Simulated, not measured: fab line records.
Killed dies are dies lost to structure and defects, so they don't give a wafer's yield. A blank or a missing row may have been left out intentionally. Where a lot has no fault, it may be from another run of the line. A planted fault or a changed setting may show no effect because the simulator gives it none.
What tool caused it? :: flow rit_cmos :: Sampling: 14 lots, 42 wafers, 2 of 202 route steps

== WHAT EACH GAUGE READ, for each wafer ==
The record holds no reading of a measuring or inspecting step that can be judged against a usual standard deviation.

== WHICH TOOL RAN EACH LOT (tool, then ch and the chambers of the sampled wafers, then the start) ==
lot: L810
RIT_NRETRO_SOFTBAKE_02: litho_track-03 ch 0, day 2 05:13
RIT_M1_PROBE_99: -

lot: L811
RIT_NRETRO_SOFTBAKE_02: litho_track-03 ch 0, day 2 11:43
RIT_M1_PROBE_99: -

lot: L812
RIT_NRETRO_SOFTBAKE_02: litho_track-04 ch 0, day 2 21:13
RIT_M1_PROBE_99: -

lot: L813
RIT_NRETRO_SOFTBAKE_02: litho_track-01 ch 0, day 3 02:19
RIT_M1_PROBE_99: -

lot: L814
RIT_NRETRO_SOFTBAKE_02: litho_track-04 ch 0, day 3 09:11
RIT_M1_PROBE_99: -

lot: L815
RIT_NRETRO_SOFTBAKE_02: litho_track-04 ch 0, day 3 14:14
RIT_M1_PROBE_99: -

lot: L816
RIT_NRETRO_SOFTBAKE_02: litho_track-01 ch 0, day 3 17:04
RIT_M1_PROBE_99: -

lot: L819
RIT_NRETRO_SOFTBAKE_02: litho_track-03 ch 0, day 4 06:38
RIT_M1_PROBE_99: prober-01, day 5 14:32

lot: L824
RIT_NRETRO_SOFTBAKE_02: litho_track-01 ch 0, day 5 04:32
RIT_M1_PROBE_99: prober-01, day 6 12:59

lot: L826
RIT_NRETRO_SOFTBAKE_02: litho_track-01 ch 0, day 5 17:00
RIT_M1_PROBE_99: prober-01, day 6 22:32

lot: L828
RIT_NRETRO_SOFTBAKE_02: litho_track-04 ch 0, day 6 03:14
RIT_M1_PROBE_99: -

lot: L829
RIT_NRETRO_SOFTBAKE_02: litho_track-03 ch 0, day 6 07:41
RIT_M1_PROBE_99: prober-01, day 7 12:29

lot: L831
RIT_NRETRO_SOFTBAKE_02: litho_track-03 ch 0, day 6 17:20
RIT_M1_PROBE_99: -

lot: L832
RIT_NRETRO_SOFTBAKE_02: litho_track-03 ch 0, day 6 20:35
RIT_M1_PROBE_99: prober-02, day 8 13:33
- RIT_NRETRO_SOFTBAKE_02: time 60 s.
- RIT_M1_PROBE_99

== WHAT THE TOOLS THEMSELVES READ (means of the sampled wafers that have a number; where no wafer has one, the mark that the record gives instead) ==
RIT_NRETRO_SOFTBAKE_02.
lot: L810
tool: litho_track-03
heater_power_total_W (W): 34.59
plate_temp_C (C): 90.01

lot: L811
tool: litho_track-03
heater_power_total_W (W): 34.55
plate_temp_C (C): 90.06

lot: L812
tool: litho_track-04
heater_power_total_W (W): 34.55
plate_temp_C (C): 90.20

lot: L813
tool: litho_track-01
heater_power_total_W (W): 34.60
plate_temp_C (C): 90.11

lot: L814
tool: litho_track-04
heater_power_total_W (W): 34.60
plate_temp_C (C): 90.13

lot: L815
tool: litho_track-04
heater_power_total_W (W): 34.55
plate_temp_C (C): 89.89

lot: L816
tool: litho_track-01
heater_power_total_W (W): 34.50
plate_temp_C (C): 90.13

lot: L819
tool: litho_track-03
heater_power_total_W (W): 34.55
plate_temp_C (C): 89.92

lot: L824
tool: litho_track-01
heater_power_total_W (W): 35.32
plate_temp_C (C): 91.38

lot: L826
tool: litho_track-01
heater_power_total_W (W): 35.27
plate_temp_C (C): 91.37

lot: L828
tool: litho_track-04
heater_power_total_W (W): 34.53
plate_temp_C (C): 89.92

lot: L829
tool: litho_track-03
heater_power_total_W (W): 34.52
plate_temp_C (C): 90.06

lot: L831
tool: litho_track-03
heater_power_total_W (W): 34.54
plate_temp_C (C): 89.87

lot: L832
tool: litho_track-03
heater_power_total_W (W): 34.62
plate_temp_C (C): 89.80

RIT_M1_PROBE_99.
lot: L819
tool: prober-01
killed_at_M0_to_M3: 0.0
killed_at_contacts: 0.0
killed_at_front_end: 8.0
killed_dies: 8.0
killed_open: 5.3
killed_short: 2.7

lot: L824
tool: prober-01
killed_at_M0_to_M3: 0.0
killed_at_contacts: 0.0
killed_at_front_end: 8.3
killed_dies: 8.3
killed_open: 4.7
killed_short: 3.7

lot: L826
tool: prober-01
killed_at_M0_to_M3: 0.0
killed_at_contacts: 0.3
killed_at_front_end: 10.0
killed_dies: 10.3
killed_open: 5.3
killed_short: 5.0

lot: L829
tool: prober-01
killed_at_M0_to_M3: 0.0
killed_at_contacts: 0.0
killed_at_front_end: 8.7
killed_dies: 8.7
killed_open: 4.7
killed_short: 4.0

lot: L832
tool: prober-02
killed_at_M0_to_M3: 0.0
killed_at_contacts: 0.0
killed_at_front_end: 5.7
killed_dies: 5.7
killed_open: 3.3
killed_short: 2.3

== THE ANSWER, worked out from the rows above alone ==
Rule: the usual values come from the lots themselves. The widest of any qualifying gaps counts: lots, ordered by their means at a reading, are off when they make up no more than a third of the lots, leave a main group of 4 or more, and stand apart from it by 3 or more times the standard deviation of that group's means. If all means in a main group match to the digits the tables above print for the reading, that group is not used. A lot without any number at a reading at which 4 lots or more have one is off too. Where the step has rows for the other lots, those lots are counted as sound. After the gauges, taken in route order, come the tools' own readings; for these a lot's mean is taken, as printed above. At the first step where some lot is off, the reading lying furthest off is the one used; lots without a number count as furthest.
Off, at RIT_NRETRO_SOFTBAKE_02 on heater_power_total_W: L824, L826. For the main group the mean is 34.56 W and the standard deviation 0.035.
A tool fits if, at that step or a process step before it, it ran every lot that is off, and no sound lot after the first of them. One fits: RIT_NRETRO_SOFTBAKE_02 on litho_track-01. A fault onset in the window from L816 (day 3 17:04, its last sound lot) to L824 (day 5 04:32, its first lot off) fits.
The tool's own readings at RIT_NRETRO_SOFTBAKE_02 bear it out: on the lots that are off they differ by more than 5 times the standard deviation of the sound lots' means. heater_power_total_W reads 35.30 W there against 34.56 W on the sound lots; plate_temp_C reads 91.38 C there against 90.01 C on the sound lots.

== WHAT THE SIMULATOR PUT IN ==
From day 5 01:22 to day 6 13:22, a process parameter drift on litho_track-01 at RIT_NRETRO_SOFTBAKE_02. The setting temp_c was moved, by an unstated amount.
Lots struck among those shown: L824, L826. The rule above found the same.
